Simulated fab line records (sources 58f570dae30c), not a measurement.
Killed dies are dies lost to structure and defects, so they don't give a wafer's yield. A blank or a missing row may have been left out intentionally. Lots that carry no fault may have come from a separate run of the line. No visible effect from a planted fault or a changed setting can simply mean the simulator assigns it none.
Split-lot trial | flow berkeleyCmos170 | 5 lots, 23 wafers read, on a route of 331 steps

THE SPLIT ITSELF
At UCB170_V1_CVD_00 (deposits SiO2 from TEOS/O2, target thk 2000 nm, time 250 s), the setting timeS was moved away from the recipe's 250 s on 6 of the 23 wafers read, by -12.4% to -6.5%. For the rest of the wafers, this setting stayed at what the recipe calls for.

There is no step in the file separating the split from the reading.

THE READING
V1_TEOS_THK in nanometres, read at UCB170_V1_THK_MEAS_01. A value of 1990 nm with a standard deviation of 28 nm is what fault-free wafers of this fab line usually give.

wafer  | tool, chamber at the split | timeS as run, s | against the recipe | V1_TEOS_THK, nm | against lot-mates on the recipe
L075.1 | pecvd-04, 0                | 250             | recipe             | 1980            | -
L075.2 | pecvd-04, 2                | 250             | recipe             | 1976            | -
L075.4 | pecvd-04, 2                | 250             | recipe             | 1999            | -
L075.5 | pecvd-04, 1                | 250             | recipe             | 2014            | -
L075.6 | pecvd-04, 0                | 250             | recipe             | 1973            | -
L074.2 | pecvd-03, 1                | 233.8           | -6.5%              | 1831            | -146
L074.3 | pecvd-03, 0                | 250             | recipe             | 1968            | -
L074.4 | pecvd-03, 0                | 233.8           | -6.5%              | 1871            | -106
L074.5 | pecvd-03, 1                | 233.8           | -6.5%              | 1853            | -124
L074.6 | pecvd-03, 2                | 250             | recipe             | 1985            | -
L076.1 | pecvd-03, 0                | 250             | recipe             | 1949            | -
L076.2 | pecvd-03, 1                | 250             | recipe             | 1962            | -
L076.3 | pecvd-03, 2                | 250             | recipe             | 2007            | -
L076.4 | pecvd-03, 1                | 250             | recipe             | 1994            | -
L076.5 | pecvd-03, 2                | 250             | recipe             | 1986            | -
L077.1 | pecvd-02, 1                | 218.9           | -12.4%             | 1732            | -272
L077.3 | pecvd-02, 0                | 218.9           | -12.4%             | 1730            | -274
L077.4 | pecvd-02, 1                | 250             | recipe             | 1989            | -
L077.5 | pecvd-02, 2                | 218.9           | -12.4%             | 1761            | -243
L077.6 | pecvd-02, 0                | 250             | recipe             | 2019            | -
L080.1 | pecvd-03, 2                | 250             | recipe             | 1973            | -
L080.2 | pecvd-03, 0                | 250             | recipe             | 1947            | -
L080.6 | pecvd-03, 0                | 250             | recipe             | 1969            | -

FIT RESULTS
A straight line over all 23 wafers: V1_TEOS_THK changes by +19.5 nm for each +1% of timeS; r = +0.98; the points scatter about the line by 20 nm.
The same after taking each lot's own level away (the mean of its wafers on the recipe; 23 wafers): +20.8 nm for each +1%; r = +0.98; scatter 17 nm.
The reading moves by 2.6e+02 nm for the largest change in timeS, on that fit.
Measured against the standard deviation above, the lots' own levels, which go from 1963.0 to 2004.0 nm, span 1.5 times it.
The two slopes agree, so the slope changes little with the lot-to-lot level.
Check: -253 nm against its lot-mates is what the line predicts for one of the wafers moved furthest among these (-12.4%) when that wafer is left out of the fit. It came out at -272 nm against them.

ADDITIONAL SPLITS CARRIED BY THESE WAFERS
Note: prior to the reading, these wafers also went through further splits. Each is held against what the fit with the lots' levels taken away leaves over:
other split on the same wafers   | wafers away from the commonest value | r with V1_TEOS_THK (lot level and that fit taken away)
UCB170_PLDD_EXPOSE_03 doseMj     | 11                                   | +0.15
UCB170_NLDD_PEB_04 pebTempC      | 8                                    | +0.23
UCB170_NLDD_IMPLANT_09 energyKev | 9                                    | +0.23
UCB170_NSD_IMPLANT_08 energyKev  | 7                                    | -0.19
UCB170_SILICIDE_SPUTTER_01 timeS | 10                                   | +0.15

THE WHOLE CHAIN: every reading that the file lists as answering this split, in the file's order
step                  | what it does                                               | reading                                                                  | change (the file's fit)              | r (the file's)
UCB170_V1_CVD_00      | deposits SiO2 from TEOS/O2, target thk 2000 nm, time 250 s | SiO2_of_V1_CVD_00.thkNm (the simulator's own value, which no gauge read) | +20.8 nm for each +1% of the setting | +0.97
UCB170_V1_THK_MEAS_01 |                                                            | V1_TEOS_THK                                                              | +20.8 for each +1% of the setting    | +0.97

THE FILE'S OWN FIT
V1_TEOS_THK changes by +20.8 nm for each +1% of timeS, r = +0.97.
